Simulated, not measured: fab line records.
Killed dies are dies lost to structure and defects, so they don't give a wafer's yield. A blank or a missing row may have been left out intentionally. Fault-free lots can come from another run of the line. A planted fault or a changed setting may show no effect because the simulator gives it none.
Problem report, 8D (eight disciplines) form, completed by code + flow ritCmos + the parts of the form that need people (team, actions taken, sign-off) are left out

1. WHAT IS WRONG
Mean of runLengthS at RIT_M1_SOFTBAKE_05: 87.35 s across 5 wafers in 2 lots; on wafers with no fault it is 89.29 s (standard deviation 0.12). That puts it -16 standard deviations away from the usual mean.
The step: time 60 s.
The first sign was on wafer L896.5 at day 6 21:22, on lithoTrack-02. At this step, 41 wafers from 14 lots have a number in the record. Rule for "out" (also "out of limits"): further than 4 standard deviations from the usual mean. The other wafers with a number count as sound.

2. WHAT THIS IS AND IS NOT
| question                    | is                            | is not                                                                                 |
|-----------------------------|-------------------------------|----------------------------------------------------------------------------------------|
| which readings at this step | runLengthS, heaterPowerTotalW | -                                                                                      |
| which lots                  | L896, L897                    | L881, L882, L883, L885, L886, L887, L892, L894, L898, L899, L901, L903                 |
| which wafers of those lots  | all that have a number        | -                                                                                      |
| read on which tools         | lithoTrack-02                 | lithoTrack-01, lithoTrack-04                                                           |
| when                        | from day 6 21:22              | up to then (24 sound wafers); but 12 sound wafers of L898, L899, L901, L903 came after |

3. WHAT RULES OUT EACH SUSPECT
Counting: a tool at a process step up to the reading stays a suspect if it ran every lot that is out and no sound lot after the first of them.
- lithoTrack-02 at RIT_M1_SOFTBAKE_05 (time 60 s): kept. All lots that are out passed through it, beginning with L896 at day 6 21:22, and no sound lot followed; its final sound lot before that point was L892 at day 5 19:47. On those wafers its own readings are out: heaterPowerTotalW, runLengthS.
After counting, what remains is lithoTrack-02 at RIT_M1_SOFTBAKE_05.

4. THE CAUSE (what the simulator had put in)
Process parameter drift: lithoTrack-02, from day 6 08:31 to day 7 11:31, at RIT_M1_SOFTBAKE_05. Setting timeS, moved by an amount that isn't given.
After counting, this tool was the only one left.

5. THE CHAIN OF EFFECTS, in route order
Each row: a reading whose mean over the struck wafers that have a number lies more than 3 standard deviations from the usual. Only readings whose record carries a usual standard deviation are examined. hours: median over the lots of the time between each lot's start at the first step of this table that gives one and its start at this step. sigmas: the change, counted in usual standard deviations.
| hours | step               | reading           | usual   | on struck wafers | change | sigmas |
|-------|--------------------|-------------------|---------|------------------|--------|--------|
| 0     | RIT_M1_SOFTBAKE_05 | heaterPowerTotalW | 34.93 W | 35.32            | +0.39  | +6.5   |
| 0     | RIT_M1_SOFTBAKE_05 | runLengthS        | 89.29 s | 87.35            | -1.94  | -16    |
Its process steps:
- RIT_M1_SOFTBAKE_05: time 60 s.

6. HOW IT WOULD HAVE BEEN CAUGHT EARLIER
13 hours passed between the start of the fault at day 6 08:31 and the first reading out of limits in this record, taken at day 6 21:22.
